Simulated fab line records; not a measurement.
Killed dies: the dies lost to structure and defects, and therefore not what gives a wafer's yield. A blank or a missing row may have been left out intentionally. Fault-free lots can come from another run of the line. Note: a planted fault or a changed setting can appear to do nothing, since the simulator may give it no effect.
Struck lot and sound lot, side by side || flow berkeley cmos170 || 15 steps out of a route of 331
Sound: wafers L890.1, L890.3, L890.6. Wafers struck: L894.1, L894.3, L894.6. The cause comes at the end.
Order at every step that has rows: each side's tool, ch and its chambers, its first start. Under that, the readings that differ: sound wafers || struck wafers || difference of the means || sigmas: that difference in standard deviations of wafers without a fault.
alike: same words and numbers on both sides, and readings whose means sit less than 2 such deviations apart. not compared: any withheld reading, any reading some wafer has no value for, any bound like >300 that may hide the same value, and any number with overlapping values for which the record gives no deviation.
Wherever a step has rows on one side only, a row that says differs or no value, or a row with sigmas, the two part there. Numbers that have no deviation but don't overlap get no sigmas and don't part them. Lack of a reading on every wafer of one side parts them only where that side has two or more wafers.

UCB170_NVT_TW_MEAS_09:
  sound on film metro-02 at day 6 13:46; struck on film metro-01 at day 7 03:06
  alike: NVT_TW
then, 7 steps without rows for these wafers: UCB170_NVT_CLEAN_10 (cleans in SPM, time 600 s); UCB170_PVT_HMDS_00 (prime time 60 s); UCB170_PVT_COAT_01 (resist thk 900 nm); UCB170_PVT_SOFTBAKE_02 (time 60 s); UCB170_PVT_EXPOSE_03 (exposes mask NWELL, target cd 3000 nm); UCB170_PVT_PEB_04; UCB170_PVT_DEVELOP_05 (develop time 45 s).
UCB170_PVT_OVL_MEAS_06:
  sound on overlay-02 at day 6 15:36; struck on overlay-01 at day 7 05:10
  alike: PVT_OVL
following that, these wafers have no rows for 1 step: UCB170_PVT_IMPLANT_07.
UCB170_PVT_STRIP_08: strips in O2.
  sound on plasma asher-03 ch 0, day 6 15:47; struck on plasma asher-03 ch 0, day 7 05:21
  alike: drypump motor current A, o2 flow sccm, oes product au, strip time to endpoint s
  not compared: rf hours counter h
UCB170_PVT_TW_MEAS_09:
  sound on film metro-03 at day 6 15:53; struck on film metro-03 at day 7 05:27
  alike: PVT_TW
UCB170_GATE_WET_ETCH_00: etches SiO2 in dHF, time 200 s.
  sound on wet bench-02 ch 0, day 6 16:02; struck on wet bench-02 ch 2, day 7 05:32
  no value came back on the struck wafers for bath heat duty pct (%), run length s (s), temp c (C), time s (s); on the sound wafers bath heat duty pct (%) reads 6.5 5.9 7.0
{"reading": "model.SiO2_of_SCREENOX_OXIDATION_01.thk nm (nm)", "sound": "0 0 0", "struck": "14.36 14.18 14.31", "difference": "+14.28", "sigmas": ""}
UCB170_FIELD_THK_MEAS_91:
  sound on film metro-04 at day 6 16:06; struck on film metro-04 at day 7 05:37
{"reading": "FIELD_OXIDE_LEFT_2_THK (nm)", "sound": "334 331 327", "struck": "388 395 383", "difference": "+58", "sigmas": "+5"}
then, 1 step without rows for these wafers: UCB170_GATE_OXIDATION_01 (target thk 6.6 nm, ox time 1800 s).

WHERE THEY PART
At UCB170_GATE_WET_ETCH_00 first; at UCB170_FIELD_THK_MEAS_91 last (within this record only).

WHY: what had been put in by the simulator
Entire step skipped (wet bench-02, UCB170_GATE_WET_ETCH_00), from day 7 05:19 onward. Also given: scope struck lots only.
